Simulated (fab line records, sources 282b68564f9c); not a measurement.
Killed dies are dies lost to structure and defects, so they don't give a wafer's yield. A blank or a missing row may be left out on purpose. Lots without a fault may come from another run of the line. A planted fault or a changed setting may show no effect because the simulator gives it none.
fab line records | flow rit_cmos
record lots=5 wafers=23
route steps=202 shown ACTIVE@2 FOX2@25 NWELL@36 PWELL@40 WELLDRIVE@50 PRETRO@65 GATE@88 M1@202
start_h: hours from the record's first day to the start of the lot's first wafer shown | wait_h: hours since the lot's step before | " the same as in the row above | L1.1+2: a row that stands for several wafers | - no value, or no start given | * or withheld: withheld | < > ~ a bound
route shown NAME@n: a module of which the file shows steps, and the number in the route of the first | usual: mean/standard deviation of fault-free wafers | same: alike in all rows | chamber/n: place in a boat | sites: the reading at each site | _std_site: their standard deviation | _edge_site: outer sites' mean less inner sites' | radius_mm: how far each site lies from the wafer's centre | mask NAME#n: copy n | behind: the tool/chamber that last shaped the wafer | hold: why the lot was held/for how many hours/how that ended | device: the transistor (n, p or np) that didn't switch | end of line: the same wafers' tests at the end of the route | a step without rows: its recipe alone | killed: dies lost to structure and defects at the first sort, not the wafer's yield | map: a wafer's dies, x killed, . not, _ none there
set.NAME: the setting as run; set.NAME@STEP: as run at that earlier step | model.NAME: the simulator's own value behind a step, which no gauge read
lots whose settings were changed on purpose; a table a step, a row a wafer
## steps
# step RIT_ACTIVE_OXIDATION_01
# recipe temp_c=1000 ambient=O2 target_thk_a=468 ox_time_s=3360
# columns lot.wafer tool chamber start_h wait_h set.temp_c model.SiO2_of_ACTIVE_OXIDATION_01.thk_nm
L074.1 - - - 0.1 976.9 37.28
L074.3 " - " " 976.9 37.94
L074.4 " - " " 976.9 38.22
L074.5 " - " " 976.9 37.9
L074.6 " - " " 976.9 37.76
L077.1 - - - 0.5 1023 58.89
L077.2 " - " " 1023 58.71
L077.3 " - " " 1023 59.06
L077.4 " - " " 1023 58.94
L077.5 " - " " 1023 58.74
L082.1 - - - 3.5 976 38.34
L082.2 " - " " 976 38.49
L082.3 " - " " 976 38.8
L082.4 " - " " 976 37.91
L082.6 " - " " 976 38.72
L083.1 furnace-01 0 58.14 3.1 1000 45.97
L083.5 " 0 " " 1000 46.9
L083.6 " 0 " " 1000 46.44
L085.1 - - - 2.5 1012 53.05
L085.2 " - " " 1012 52.07
L085.3 " - " " 1012 52.62
L085.4 " - " " 1012 52.94
L085.5 " - " " 1012 51.72
# step RIT_ACTIVE_THK_MEAS_02
# recipe reads=SiO2_of_ACTIVE_OXIDATION_01
# usual ACTIVE_OXIDE_THK=46.8/0.66
# columns lot.wafer tool chamber start_h wait_h set.temp_c@ACTIVE_OXIDATION_01 ACTIVE_OXIDE_THK[nm]
L074.1 film_metro-03 - - - 976.9 37.3
L074.3 " - " " 976.9 37.9
L074.4 " - " " 976.9 38.2
L074.5 " - " " 976.9 37.9
L074.6 " - " " 976.9 37.8
L077.1 film_metro-03 - - - 1023 58.9
L077.2 " - " " 1023 58.7
L077.3 " - " " 1023 59.0
L077.4 " - " " 1023 58.9
L077.5 " - " " 1023 58.7
L082.1 film_metro-03 - - - 976 38.3
L082.2 " - " " 976 38.5
L082.3 " - " " 976 38.7
L082.4 " - " " 976 37.9
L082.6 " - " " 976 38.7
L083.1 film_metro-01 - 60.08 0.0 1000 46.0
L083.5 " - " " 1000 46.9
L083.6 " - " " 1000 46.5
L085.1 film_metro-03 - - - 1012 53.1
L085.2 " - " " 1012 52.1
L085.3 " - " " 1012 52.6
L085.4 " - " " 1012 53.0
L085.5 " - " " 1012 51.8
# step RIT_ACTIVE_COAT_06
# recipe resist=NOVOLAK spin_rpm=3250 resist_thk_nm=1000
# columns lot.wafer tool chamber start_h wait_h set.resist_thk_nm model.NOVOLAK_of_ACTIVE_COAT_06.thk_nm
L074.1 litho_track-03 0 14.45 0.1 983.8 980.3
L074.3 " 0 " " 983.8 979.1
L074.4 " 0 " " 1000 994.3
L074.5 " 0 " " 1000 995.8
L074.6 " 0 " " 1000 994.5
L077.1 litho_track-03 0 29.15 0.1 943.4 941.5
L077.2 " 0 " " 1000 995.8
L077.3 " 0 " " 943.4 940.6
L077.4 " 0 " " 943.4 939.4
L077.5 " 0 " " 1000 995.7
L082.1 litho_track-01 0 57.15 0.1 953.3 948.3
L082.2 " 0 " " 953.3 946.6
L082.3 " 0 " " 1000 998.1
L082.4 " 0 " " 1000 997.6
L082.6 " 0 " " 953.3 946.9
L083.1 litho_track-04 0 61.76 0.1 1000 999.6
L083.5 " 0 " " 1000 998.1
L083.6 " 0 " " 1000 998.2
L085.1 litho_track-04 0 71.16 0.1 1000 997.1
L085.2 " 0 " " 1055 1053
L085.3 " 0 " " 1055 1050
L085.4 " 0 " " 1000 995.6
L085.5 " 0 " " 1000 999.1
# step RIT_ACTIVE_DEVELOP_10
# recipe resist=NOVOLAK develop_time_s=50 dev_temp_c=23
# columns lot.wafer tool chamber start_h wait_h set.dev_temp_c
L074.1+4+5 litho_track-04 0 - - 23
L074.3+6 " 0 " " 19.64
L077.1+3 litho_track-04 0 - - 23
L077.2+4+5 " 0 " " 21.93
L082.1+4 litho_track-01 0 - - 20.34
L082.2+3+6 " 0 " " 23
L083.1+5+6 litho_track-04 0 - - 23
L085.1+2+3+4+5 litho_track-01 0 - - 23
# step RIT_ACTIVE_HARDBAKE_12
# recipe resist=NOVOLAK temp_c=140 time_s=60
# step RIT_FOX2_CLEAN_02
# recipe chemistry=dHF dilution=50:1 time_s=180
# step RIT_FOX2_WET_ETCH_03
# recipe chemistry=H3PO4 target=Si3N4 target_depth_nm=195 temp_c=165 time_s=2700
# columns lot.wafer tool chamber start_h wait_h set.temp_c@ACTIVE_OXIDATION_01 model.SiO2_of_ACTIVE_OXIDATION_01.thk_nm
L074.1 wet_bench-02 2 19.63 0.0 976.9 31.46
L074.3 " 2 " " 976.9 33.77
L074.4 " 2 " " 976.9 33.99
L074.5 " 2 " " 976.9 33.69
L074.6 " 2 " " 976.9 31.9
L077.1 wet_bench-01 2 34.38 0.0 1023 52.48
L077.2 " 2 " " 1023 50.64
L077.3 " 2 " " 1023 51.49
L077.4 " 2 " " 1023 52.54
L077.5 " 2 " " 1023 50.66
L082.1 wet_bench-04 0 68.68 0.0 976 33.07
L082.2 " 0 " " 976 32.69
L082.3 " 0 " " 976 34.65
L082.4 " 0 " " 976 32.7
L082.6 " 0 " " 976 32.87
L083.1 wet_bench-01 2 70.91 0.0 1000 39.68
L083.5 " 2 " " 1000 40.49
L083.6 " 2 " " 1000 41.25
L085.1 wet_bench-04 0 76.29 0.0 1012 47.08
L085.2 " 0 " " 1012 45.85
L085.3 " 0 " " 1012 44.38
L085.4 " 0 " " 1012 45.86
L085.5 " 0 " " 1012 43.61
# step RIT_NWELL_IMPLANT_08
# recipe species=P energy_kev=170 dose_cm2=5e+13 tilt_deg=7
# columns lot.wafer tool chamber start_h wait_h set.dose_cm2
L074.1+5+6 implanter-02 0 21.74 0.2 4.638e+13
L074.3+4 " 0 " " 5e+13
L077.1+4 implanter-01 0 36.37 0.2 4.766e+13
L077.2+3+5 " 0 " " 5e+13
L082.1+6 implanter-04 0 70.66 0.2 4.796e+13
L082.2+3+4 " 0 " " 5e+13
L083.1+5+6 implanter-04 0 73.12 0.2 5e+13
L085.1+2 implanter-04 0 78.40 0.2 5.293e+13
L085.3+4+5 " 0 " " 5e+13
# step RIT_NWELL_STRIP_09
# recipe chemistry=O2 time_s=180 resist=NOVOLAK platen_temp_c=withheld power_w=500 pressure_mtorr=4000 o2_flow_sccm=4000
# step RIT_NWELL_TW_MEAS_10
# usual NWELL_TW=2162/15
# columns lot.wafer tool chamber start_h wait_h set.dose_cm2@NWELL_IMPLANT_08 NWELL_TW
L074.1 film_metro-04 - 22.07 0.1 4.638e+13 2114
L074.3 " - " " 5e+13 2192
L074.4 " - " " 5e+13 2163
L074.5 " - " " 4.638e+13 2118
L074.6 " - " " 4.638e+13 2117
L077.1 film_metro-01 - 36.69 0.1 4.766e+13 2118
L077.2 " - " " 5e+13 2138
L077.3 " - " " 5e+13 2149
L077.4 " - " " 4.766e+13 2134
L077.5 " - " " 5e+13 2147
L082.1 film_metro-04 - 70.98 0.1 4.796e+13 2139
L082.2 " - " " 5e+13 2168
L082.3 " - " " 5e+13 2181
L082.4 " - " " 5e+13 2165
L082.6 " - " " 4.796e+13 2146
L083.1 film_metro-04 - 73.45 0.1 5e+13 2185
L083.5 " - " " 5e+13 2174
L083.6 " - " " 5e+13 2175
L085.1 film_metro-04 - 78.73 0.1 5.293e+13 2205
L085.2 " - " " 5.293e+13 2212
L085.3 " - " " 5e+13 2173
L085.4 " - " " 5e+13 2167
L085.5 " - " " 5e+13 2166
# step RIT_PWELL_COAT_01
# recipe resist=NOVOLAK spin_rpm=2000 resist_thk_nm=1300
# columns lot.wafer tool chamber start_h wait_h set.spin_rpm model.NOVOLAK_of_PWELL_COAT_01.thk_nm
L074.1 litho_track-03 0 22.28 0.1 2000 1296
L074.3 " 0 " " 2000 1292
L074.4 " 0 " " 1951 1314
L074.5 " 0 " " 2000 1297
L074.6 " 0 " " 1951 1315
L077.1+5 litho_track-03 0 36.90 0.1 2038 1285
L077.2 " 0 " " 2038 1284
L077.3 " 0 " " 2000 1301
L077.4 " 0 " " 2000 1300
L082.1 litho_track-03 0 71.19 0.1 1941 1317
L082.2 " 0 " " 2000 1294
L082.3 " 0 " " 1941 1314
L082.4 " 0 " " 2000 1295
L082.6 " 0 " " 1941 1316
L083.1 litho_track-02 0 73.66 0.1 2000 1303
L083.5 " 0 " " 2000 1307
L083.6 " 0 " " 2000 1308
L085.1 litho_track-02 0 78.94 0.1 1929 1325
L085.2 " 0 " " 2000 1300
L085.3 " 0 " " 1929 1324
L085.4 " 0 " " 1929 1326
L085.5 " 0 " " 2000 1304
# step RIT_PWELL_SOFTBAKE_02
# recipe resist=NOVOLAK temp_c=90 time_s=60
# step RIT_PWELL_EXPOSE_03
# recipe mask_id=M3 na=0.57 target_cd_nm=43700 dose_mj=250
# step RIT_PWELL_DEVELOP_05
# recipe resist=NOVOLAK develop_time_s=68 dev_temp_c=23
# step RIT_PWELL_HARDBAKE_07
# recipe resist=NOVOLAK temp_c=140 time_s=120
# columns lot.wafer tool chamber start_h wait_h set.spin_rpm@PWELL_COAT_01 model.NOVOLAK_of_PWELL_COAT_01.thk_nm
L074.1 litho_track-02 0 23.04 0.0 2000 1133
L074.3 " 0 " " 2000 1130
L074.4+6 " 0 " " 1951 1149
L074.5 " 0 " " 2000 1135
L077.1+5 litho_track-01 0 37.80 0.0 2038 1124
L077.2 " 0 " " 2038 1123
L077.3 " 0 " " 2000 1138
L077.4 " 0 " " 2000 1137
L082.1 litho_track-01 0 72.04 0.0 1941 1152
L082.2+4 " 0 " " 2000 1132
L082.3 " 0 " " 1941 1149
L082.6 " 0 " " 1941 1151
L083.1 litho_track-02 0 74.70 0.0 2000 1140
L083.5+6 " 0 " " 2000 1143
L085.1 litho_track-01 0 79.70 0.0 1929 1158
L085.2 " 0 " " 2000 1137
L085.3 " 0 " " 1929 1157
L085.4 " 0 " " 1929 1159
L085.5 " 0 " " 2000 1141
# step RIT_PWELL_IMPLANT_08
# recipe species=B energy_kev=170 dose_cm2=7.119e+13 tilt_deg=7
# step RIT_PWELL_STRIP_09
# recipe chemistry=O2 time_s=180 resist=NOVOLAK platen_temp_c=withheld power_w=500 pressure_mtorr=4000 o2_flow_sccm=4000
# step RIT_WELLDRIVE_ANNEAL_00
# recipe temp_c=1100 time_s=14700 ambient=N2
# step RIT_WELLDRIVE_RS_MEAS_01
# recipe thk_meas_gauge=four-point-probe
# usual NWELL_RS=275.2/0.8
# columns lot.wafer tool chamber start_h wait_h set.dose_cm2@NWELL_IMPLANT_08 NWELL_RS[ohm/sq]
L074.1 film_metro-03 - 29.00 0.0 4.638e+13 288.1
L074.3 " - " " 5e+13 274.8
L074.4 " - " " 5e+13 275.1
L074.5 " - " " 4.638e+13 288.9
L074.6 " - " " 4.638e+13 288.1
L077.1 film_metro-04 - 44.13 0.0 4.766e+13 284.0
L077.2 " - " " 5e+13 276.3
L077.3 " - " " 5e+13 275.3
L077.4 " - " " 4.766e+13 283.5
L077.5 " - " " 5e+13 275.5
L082.1 film_metro-01 - 77.76 0.0 4.796e+13 282.1
L082.2 " - " " 5e+13 275.1
L082.3 " - " " 5e+13 274.3
L082.4 " - " " 5e+13 273.9
L082.6 " - " " 4.796e+13 280.6
L083.1 film_metro-03 - 82.14 0.0 5e+13 274.6
L083.5 " - " " 5e+13 274.5
L083.6 " - " " 5e+13 274.8
L085.1 film_metro-03 - 87.22 0.0 5.293e+13 267.4
L085.2 " - " " 5.293e+13 267.1
L085.3 " - " " 5e+13 276.0
L085.4 " - " " 5e+13 276.6
L085.5 " - " " 5e+13 276.4
# step RIT_PRETRO_COAT_01
# recipe resist=NOVOLAK spin_rpm=2000 resist_thk_nm=1300
# columns lot.wafer tool chamber start_h wait_h set.spin_rpm model.NOVOLAK_of_PRETRO_COAT_01.thk_nm
L074.1+6 litho_track-01 0 31.11 0.1 2142 1260
L074.3 " 0 " " 2142 1259
L074.4 " 0 " " 2000 1303
L074.5 " 0 " " 2000 1307
L077.1 litho_track-03 0 46.30 0.1 2000 1303
L077.2 " 0 " " 1852 1351
L077.3 " 0 " " 1852 1350
L077.4 " 0 " " 2000 1297
L077.5 " 0 " " 2000 1302
L082.1 litho_track-03 0 79.70 0.1 2069 1279
L082.2 " 0 " " 2069 1274
L082.3 " 0 " " 2069 1275
L082.4 " 0 " " 2000 1301
L082.6 " 0 " " 2000 1296
L083.1 litho_track-04 0 84.20 0.1 2000 1297
L083.5 " 0 " " 2000 1295
L083.6 " 0 " " 2000 1296
L085.1+3 litho_track-01 0 89.27 0.1 2000 1304
L085.2 " 0 " " 2140 1258
L085.4 " 0 " " 2140 1259
L085.5 " 0 " " 2000 1301
# step RIT_PRETRO_SOFTBAKE_02
# recipe resist=NOVOLAK temp_c=90 time_s=60
# step RIT_PRETRO_EXPOSE_03
# recipe mask_id=M5 na=0.57 target_cd_nm=43700 dose_mj=250
# step RIT_PRETRO_DEVELOP_05
# recipe resist=NOVOLAK develop_time_s=66.21 dev_temp_c=23
# step RIT_PRETRO_HARDBAKE_07
# recipe resist=NOVOLAK temp_c=140 time_s=120
# columns lot.wafer tool chamber start_h wait_h set.spin_rpm@PRETRO_COAT_01 model.NOVOLAK_of_PRETRO_COAT_01.thk_nm
L074.1+3+6 litho_track-01 0 31.92 0.0 2142 1102
L074.4 " 0 " " 2000 1139
L074.5 " 0 " " 2000 1143
L077.1 litho_track-03 0 47.19 0.0 2000 1140
L077.2 " 0 " " 1852 1181
L077.3 " 0 " " 1852 1180
L077.4 " 0 " " 2000 1135
L077.5 " 0 " " 2000 1138
L082.1 litho_track-01 0 80.59 0.0 2069 1119
L082.2+3 " 0 " " 2069 1115
L082.4 " 0 " " 2000 1138
L082.6 " 0 " " 2000 1134
L083.1 litho_track-03 0 85.15 0.0 2000 1135
L083.5 " 0 " " 2000 1133
L083.6 " 0 " " 2000 1134
L085.1+3 litho_track-04 0 90.03 0.0 2000 1140
L085.2 " 0 " " 2140 1101
L085.4 " 0 " " 2140 1102
L085.5 " 0 " " 2000 1138
# step RIT_GATE_SOFTBAKE_12
# recipe resist=NOVOLAK temp_c=90 time_s=60
# columns lot.wafer tool chamber start_h wait_h set.temp_c
L074.1+4+6 litho_track-04 0 38.16 0.1 92.16
L074.3+5 " 0 " " 90
L077.1+3+4 litho_track-03 0 59.06 0.1 87.51
L077.2+5 " 0 " " 90
L082.1+2+4 litho_track-02 0 88.01 0.1 86.29
L082.3+6 " 0 " " 90
L083.1+5+6 litho_track-03 0 95.97 0.1 90
L085.1+2+5 litho_track-04 0 98.61 0.1 92.02
L085.3+4 " 0 " " 90
# step RIT_GATE_EXPOSE_13
# recipe mask_id=M6 na=0.6 source_shape=conventional sigma_outer=0.6 target_cd_nm=150 dose_mj=380
# columns lot.wafer tool chamber start_h wait_h mask set.dose_mj
L074.1+3+4+5+6 iline_stepper-02 0 38.45 0.3 M6#0 380
L077.1+2 iline_stepper-01 0 59.21 0.1 M6#0 390
L077.3+4+5 " 0 " " M6#0 380
L082.1+2+3+4+6 iline_stepper-01 0 88.28 0.2 M6#0 380
L083.1+5+6 iline_stepper-02 0 96.33 0.3 M6#0 380
L085.1+2+4 iline_stepper-02 0 98.89 0.2 M6#0 396
L085.3+5 " 0 " " M6#0 380
# step RIT_GATE_PEB_14
# recipe resist=NOVOLAK temp_c=withheld time_s=withheld
# step RIT_GATE_DEVELOP_15
# recipe resist=NOVOLAK develop_time_s=50 dev_temp_c=24.2
# columns lot.wafer tool chamber start_h wait_h set.temp_c@GATE_SOFTBAKE_12 set.dose_mj@GATE_EXPOSE_13 model.GATE.cd_nm model.NOVOLAK_of_GATE_COAT_11.thk_nm
L074.1 litho_track-02 0 - - 92.16 380 151 846.3
L074.3 " 0 " " 90 380 152.4 848.6
L074.4 " 0 " " 92.16 380 147.9 843.9
L074.5 " 0 " " 90 380 152.7 850.8
L074.6 " 0 " " 92.16 380 149.4 846.8
L077.1 litho_track-03 0 - - 87.51 390 135 855.6
L077.2 " 0 " " 90 390 135.5 846.3
L077.3 " 0 " " 87.51 380 148.1 852.7
L077.4 " 0 " " 87.51 380 146.7 853.2
L077.5 " 0 " " 90 380 148.5 846.9
L082.1 litho_track-03 0 - - 86.29 380 153.2 859.5
L082.2 " 0 " " 86.29 380 153.4 856.7
L082.3 " 0 " " 90 380 152.9 851.3
L082.4 " 0 " " 86.29 380 149.4 856.5
L082.6 " 0 " " 90 380 151.2 850.8
L083.1 litho_track-02 0 - - 90 380 148.3 848.5
L083.5 " 0 " " 90 380 146.5 845
L083.6 " 0 " " 90 380 146.1 845.7
L085.1 litho_track-04 0 - - 92.02 396 128.4 845
L085.2 " 0 " " 92.02 396 125.6 843.8
L085.3 " 0 " " 90 380 145.7 849.1
L085.4 " 0 " " 90 396 123.9 847.3
L085.5 " 0 " " 92.02 380 148.1 843.3
# step RIT_GATE_CD_MEAS_16
# recipe target_cd_nm=150
# usual cd_nm=149.5/2.7
# columns lot.wafer tool chamber start_h wait_h set.dose_mj@GATE_EXPOSE_13 cd_nm
L074.1 cd_sem-01 - 38.85 - 380 151.1
L074.3 " - " " 380 152.2
L074.4 " - " " 380 147.8
L074.5 " - " " 380 152.8
L074.6 " - " " 380 149.4
L077.1 cd_sem-01 - 59.61 - 390 135.0
L077.2 " - " " 390 135.9
L077.3 " - " " 380 148.0
L077.4 " - " " 380 147.1
L077.5 " - " " 380 148.2
L082.1 cd_sem-01 - 88.68 - 380 153.3
L082.2 " - " " 380 153.2
L082.3 " - " " 380 152.7
L082.4 " - " " 380 149.5
L082.6 " - " " 380 151.6
L083.1 cd_sem-01 - 96.73 - 380 148.2
L083.5 " - " " 380 146.3
L083.6 " - " " 380 146.1
L085.1 cd_sem-01 - 99.29 - 396 128.7
L085.2 " - " " 396 125.3
L085.3 " - " " 380 145.4
L085.4 " - " " 396 123.7
L085.5 " - " " 380 148.2
# step RIT_GATE_HARDBAKE_18
# recipe resist=NOVOLAK temp_c=140 time_s=60
# step RIT_GATE_ETCH_19
# recipe chemistry=SF6/CHF3/O2 time_s=165 SF6_flow_sccm=30 CHF3_flow_sccm=30 O2_flow_sccm=5 target=poly-Si pressure_mtorr=40 rf_w=160 target_depth_a=3125 over_etch_frac=0.25 stop_on=SiO2
# step RIT_GATE_STRIP_20
# recipe chemistry=O2 time_s=180 resist=NOVOLAK platen_temp_c=withheld power_w=500 pressure_mtorr=4000 o2_flow_sccm=4000
# step RIT_GATE_CD_MEAS_90
# recipe target_cd_nm=150
# usual cd_nm=149.5/2.7
# columns lot.wafer tool chamber start_h wait_h set.dose_mj@GATE_EXPOSE_13 cd_nm
L074.1 cd_sem-02 - 39.44 0.1 380 151.2
L074.3 " - " " 380 151.9
L074.4 " - " " 380 147.6
L074.5 " - " " 380 152.5
L074.6 " - " " 380 149.3
L077.1 cd_sem-02 - 60.20 0.1 390 134.9
L077.2 " - " " 390 135.3
L077.3 " - " " 380 148.2
L077.4 " - " " 380 146.5
L077.5 " - " " 380 148.1
L082.1 cd_sem-02 - 89.27 0.1 380 153.0
L082.2 " - " " 380 153.6
L082.3 " - " " 380 153.0
L082.4 " - " " 380 149.2
L082.6 " - " " 380 151.1
L083.1 cd_sem-02 - 97.32 0.1 380 148.3
L083.5 " - " " 380 146.0
L083.6 " - " " 380 146.4
L085.1 cd_sem-01 - 99.88 0.1 396 128.4
L085.2 " - " " 396 125.7
L085.3 " - " " 380 145.7
L085.4 " - " " 396 124.2
L085.5 " - " " 380 148.0
# step RIT_M1_PROBE_99
# columns lot.wafer tool chamber start_h wait_h set.dose_mj@GATE_EXPOSE_13 model.etest.nmos_0p15.drive_ua_um model.etest.npoly_line.line_ohm_um model.etest.pmos_0p15.drive_ua_um model.etest.pmos_0p15.r_on_ohm_um model.etest.pmos_turned.r_on_ohm_um
L074.1 prober-01 - 62.01 0.1 380 469.3 164.6 254.7 2818 3487
L074.3 prober-01 - 62.11 0.2 380 451.1 162.1 242 2837 3591
L074.4 prober-01 - 62.16 0.2 380 473 168 250.9 2737 3467
L074.5 prober-01 - 62.21 0.2 380 455.5 161.7 240.9 2884 3621
L074.6 prober-01 - 62.26 0.2 380 474 168.9 258.1 2763 3498
L077.1 prober-02 - 84.80 0.1 390 534 197.5 302.1 2388 2985
L077.2 prober-02 - 84.85 0.1 390 540.1 195.4 299.7 2415 3053
L077.3 prober-02 - 84.90 0.2 380 468.2 168.6 269.6 2624 3247
L077.4 prober-02 - 84.95 0.2 380 475.9 171.9 283.5 2528 3108
L077.5 prober-02 - 85.00 0.2 380 480.9 166.6 264.5 2714 3318
L082.1 prober-01 - 111.45 0.1 380 434 166.3 252.8 2907 3568
L082.2 prober-01 - 111.50 0.1 380 455.1 162.5 258.5 2712 3376
L082.3 prober-01 - 111.55 0.2 380 432.4 164.4 249 2942 3583
L082.4 prober-01 - 111.60 0.2 380 448.6 170.6 259.8 2812 3463
L082.6 prober-01 - 111.70 0.2 380 448.9 167.6 262.9 2651 3355
L083.1 prober-02 - 119.04 0.1 380 471.4 170.1 268.4 2646 3319
L083.5 prober-02 - 119.24 0.2 380 478.3 176.5 275.9 2603 3267
L083.6 prober-02 - 119.29 0.2 380 481.7 176 276.5 2606 3248
L085.1 prober-02 - 122.04 0.1 396 563 219.5 305.6 2406 3134
L085.2 prober-02 - 122.09 0.1 396 582.3 228.7 329.1 2248 2906
L085.3 prober-02 - 122.14 0.2 380 470.2 180.6 251.2 2802 3606
L085.4 prober-02 - 122.19 0.2 396 584.1 233.3 341.4 2220 2886
L085.5 prober-02 - 122.24 0.2 380 455.7 174.4 247.6 2885 3627
# killed by level:class
L083.1 GATE:geometric_particle:open=5 SILICIDE:geometric_particle:short=2 FOX1:geometric_particle:open=1 REOX:geometric_particle:open=1 SPACER:geometric_particle:open=1
L083.5 GATE:geometric_particle:open=2 FOX2:geometric_particle:short=1 GATE:geometric_particle:short=1 SPACER:geometric_particle:short=1
L083.6 GATE:geometric_particle:short=2 SPACER:geometric_particle:short=2 SPACER:geometric_particle:open=2 GATE:geometric_particle:open=1 SILICIDE:geometric_particle:short=1
## key
split step=RIT_ACTIVE_OXIDATION_01 setting=temp_c stated=1000 by=lot
response step=RIT_ACTIVE_OXIDATION_01 reading=model.SiO2_of_ACTIVE_OXIDATION_01.thk_nm change=+4.31 per=1% r=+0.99
response step=RIT_ACTIVE_THK_MEAS_02 reading=ACTIVE_OXIDE_THK change=+4.31 per=1% r=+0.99
response step=RIT_FOX2_WET_ETCH_03 reading=model.SiO2_of_ACTIVE_OXIDATION_01.thk_nm change=+3.8 per=1% r=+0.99
split step=RIT_ACTIVE_COAT_06 setting=resist_thk_nm stated=1000 by=wafer
response step=RIT_ACTIVE_COAT_06 reading=model.NOVOLAK_of_ACTIVE_COAT_06.thk_nm change=+10.1 per=1% r=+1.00
split step=RIT_ACTIVE_DEVELOP_10 setting=dev_temp_c stated=23 by=wafer
response none clear
split step=RIT_NWELL_IMPLANT_08 setting=dose_cm2 stated=5e+13 by=wafer
response step=RIT_NWELL_TW_MEAS_10 reading=NWELL_TW change=+7.02 per=1% r=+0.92
response step=RIT_WELLDRIVE_RS_MEAS_01 reading=NWELL_RS change=-1.72 per=1% r=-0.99
split step=RIT_PWELL_COAT_01 setting=spin_rpm stated=2000 by=wafer
response step=RIT_PWELL_COAT_01 reading=model.NOVOLAK_of_PWELL_COAT_01.thk_nm change=-7.12 per=1% r=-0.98
response step=RIT_PWELL_HARDBAKE_07 reading=model.NOVOLAK_of_PWELL_COAT_01.thk_nm change=-6.12 per=1% r=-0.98
split step=RIT_PRETRO_COAT_01 setting=spin_rpm stated=2000 by=wafer
response step=RIT_PRETRO_COAT_01 reading=model.NOVOLAK_of_PRETRO_COAT_01.thk_nm change=-6.48 per=1% r=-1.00
response step=RIT_PRETRO_HARDBAKE_07 reading=model.NOVOLAK_of_PRETRO_COAT_01.thk_nm change=-5.58 per=1% r=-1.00
split step=RIT_GATE_SOFTBAKE_12 setting=temp_c stated=90 by=wafer
response step=RIT_GATE_DEVELOP_15 reading=model.NOVOLAK_of_GATE_COAT_11.thk_nm change=-1.86 per=1% r=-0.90
split step=RIT_GATE_EXPOSE_13 setting=dose_mj stated=380 by=wafer
response step=RIT_GATE_DEVELOP_15 reading=model.GATE.cd_nm change=-4.92 per=1% r=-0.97
response step=RIT_GATE_CD_MEAS_16 reading=cd_nm change=-4.88 per=1% r=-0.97
response step=RIT_GATE_CD_MEAS_90 reading=cd_nm change=-4.89 per=1% r=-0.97
response step=RIT_M1_PROBE_99 reading=model.etest.pmos_0p15.r_on_ohm_um change=-118 per=1% r=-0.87
response step=RIT_M1_PROBE_99 reading=model.etest.pmos_turned.r_on_ohm_um change=-131 per=1% r=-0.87
response step=RIT_M1_PROBE_99 reading=model.etest.nmos_0p15.drive_ua_um change=+26 per=1% r=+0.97
response step=RIT_M1_PROBE_99 reading=model.etest.pmos_0p15.drive_ua_um change=+16 per=1% r=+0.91
response step=RIT_M1_PROBE_99 reading=model.etest.npoly_line.line_ohm_um change=+11.4 per=1% r=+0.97
